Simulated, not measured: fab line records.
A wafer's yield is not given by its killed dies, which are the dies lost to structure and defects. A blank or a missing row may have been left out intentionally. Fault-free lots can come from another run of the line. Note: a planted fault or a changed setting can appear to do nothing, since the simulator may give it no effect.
Split-lot study / flow ritCmos / 23 wafers read from 5 lots, route of 202 steps

THE SPLIT
At RIT_SPACER_CVD_03 (deposits Si3N4 from SiH2Cl2/NH3, target thk 250 nm, time 3300 s), the setting timeS was moved away from the recipe's 3300 s on 15 of the 23 wafers read, by -10.3% to +6.7%. All remaining wafers had this setting at the recipe value.

No step appears in the file between the split and the reading.

THE READING
SPACER_NITRIDE_THK (nm), taken at RIT_SPACER_THK_MEAS_04. Typical for fault-free wafers on this fab line: 251.0 nm, with standard deviation 1.7 nm.

wafer=L074.2; tool, chamber at the split=-, -; timeS as run, s=3070; against the recipe=-7.0%; SPACER_NITRIDE_THK, nm=234.4; against lot-mates on the recipe=no lot-mate on the recipe
wafer=L074.3; tool, chamber at the split=-, -; timeS as run, s=3070; against the recipe=-7.0%; SPACER_NITRIDE_THK, nm=234.1; against lot-mates on the recipe=no lot-mate on the recipe
wafer=L074.4; tool, chamber at the split=-, -; timeS as run, s=3070; against the recipe=-7.0%; SPACER_NITRIDE_THK, nm=234.9; against lot-mates on the recipe=no lot-mate on the recipe
wafer=L074.5; tool, chamber at the split=-, -; timeS as run, s=3070; against the recipe=-7.0%; SPACER_NITRIDE_THK, nm=234.5; against lot-mates on the recipe=no lot-mate on the recipe
wafer=L074.6; tool, chamber at the split=-, -; timeS as run, s=3070; against the recipe=-7.0%; SPACER_NITRIDE_THK, nm=235.6; against lot-mates on the recipe=no lot-mate on the recipe
wafer=L075.2; tool, chamber at the split=-, -; timeS as run, s=2961; against the recipe=-10.3%; SPACER_NITRIDE_THK, nm=226.1; against lot-mates on the recipe=no lot-mate on the recipe
wafer=L075.3; tool, chamber at the split=-, -; timeS as run, s=2961; against the recipe=-10.3%; SPACER_NITRIDE_THK, nm=227.4; against lot-mates on the recipe=no lot-mate on the recipe
wafer=L075.4; tool, chamber at the split=-, -; timeS as run, s=2961; against the recipe=-10.3%; SPACER_NITRIDE_THK, nm=227.0; against lot-mates on the recipe=no lot-mate on the recipe
wafer=L075.5; tool, chamber at the split=-, -; timeS as run, s=2961; against the recipe=-10.3%; SPACER_NITRIDE_THK, nm=226.0; against lot-mates on the recipe=no lot-mate on the recipe
wafer=L075.6; tool, chamber at the split=-, -; timeS as run, s=2961; against the recipe=-10.3%; SPACER_NITRIDE_THK, nm=227.7; against lot-mates on the recipe=no lot-mate on the recipe
wafer=L076.1; tool, chamber at the split=-, -; timeS as run, s=3522; against the recipe=+6.7%; SPACER_NITRIDE_THK, nm=268.3; against lot-mates on the recipe=no lot-mate on the recipe
wafer=L076.2; tool, chamber at the split=-, -; timeS as run, s=3522; against the recipe=+6.7%; SPACER_NITRIDE_THK, nm=268.4; against lot-mates on the recipe=no lot-mate on the recipe
wafer=L076.4; tool, chamber at the split=-, -; timeS as run, s=3522; against the recipe=+6.7%; SPACER_NITRIDE_THK, nm=267.1; against lot-mates on the recipe=no lot-mate on the recipe
wafer=L076.5; tool, chamber at the split=-, -; timeS as run, s=3522; against the recipe=+6.7%; SPACER_NITRIDE_THK, nm=264.8; against lot-mates on the recipe=no lot-mate on the recipe
wafer=L076.6; tool, chamber at the split=-, -; timeS as run, s=3522; against the recipe=+6.7%; SPACER_NITRIDE_THK, nm=267.6; against lot-mates on the recipe=no lot-mate on the recipe
wafer=L077.2; tool, chamber at the split=-, -; timeS as run, s=3300; against the recipe=recipe; SPACER_NITRIDE_THK, nm=250.8; against lot-mates on the recipe=-
wafer=L077.3; tool, chamber at the split=-, -; timeS as run, s=3300; against the recipe=recipe; SPACER_NITRIDE_THK, nm=252.9; against lot-mates on the recipe=-
wafer=L077.4; tool, chamber at the split=-, -; timeS as run, s=3300; against the recipe=recipe; SPACER_NITRIDE_THK, nm=251.9; against lot-mates on the recipe=-
wafer=L077.5; tool, chamber at the split=-, -; timeS as run, s=3300; against the recipe=recipe; SPACER_NITRIDE_THK, nm=251.9; against lot-mates on the recipe=-
wafer=L077.6; tool, chamber at the split=-, -; timeS as run, s=3300; against the recipe=recipe; SPACER_NITRIDE_THK, nm=252.1; against lot-mates on the recipe=-
wafer=L082.1; tool, chamber at the split=lpcvd-02, 1; timeS as run, s=3300; against the recipe=recipe; SPACER_NITRIDE_THK, nm=252.0; against lot-mates on the recipe=-
wafer=L082.4; tool, chamber at the split=lpcvd-02, 1; timeS as run, s=3300; against the recipe=recipe; SPACER_NITRIDE_THK, nm=251.7; against lot-mates on the recipe=-
wafer=L082.5; tool, chamber at the split=lpcvd-02, 1; timeS as run, s=3300; against the recipe=recipe; SPACER_NITRIDE_THK, nm=251.3; against lot-mates on the recipe=-

THE FIT
A straight line over all 23 wafers: SPACER_NITRIDE_THK changes by +2.39 nm for each +1% of timeS; r = +1.00; the points scatter about the line by 0.88 nm.
Too few moved wafers have a lot-mate on the recipe to fit a line with each lot's own level taken away.

THE WHOLE CHAIN: every reading that the file lists as answering this split, in the file's order
step=RIT_SPACER_CVD_03; what it does=deposits Si3N4 from SiH2Cl2/NH3, target thk 250 nm, time 3300 s; reading=Si3N4_of_SPACER_CVD_03.thkNm (the simulator's own value, which no gauge read); change (the file's fit)=+2.38 nm for each +1% of the setting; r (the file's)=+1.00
step=RIT_SPACER_THK_MEAS_04; what it does=; reading=SPACER_NITRIDE_THK; change (the file's fit)=+2.39 for each +1% of the setting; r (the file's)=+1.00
step=RIT_SPACER_ETCHBACK_05; what it does=etches Si3N4 in SF6/CHF3, stops on SiO2, target depth 250 nm, time 240 s; reading=etch.depthNm (the simulator's own value, which no gauge read); change (the file's fit)=+2.38 nm for each +1% of the setting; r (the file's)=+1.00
step=RIT_SPACER_ETCHBACK_05; what it does=etches Si3N4 in SF6/CHF3, stops on SiO2, target depth 250 nm, time 240 s; reading=Si3N4_of_SPACER_CVD_03.thkNm (the simulator's own value, which no gauge read); change (the file's fit)=+1.74 nm for each +1% of the setting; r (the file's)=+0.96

FILE'S OWN FIT
SPACER_NITRIDE_THK changes by +2.39 nm for each +1% of timeS, r = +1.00.
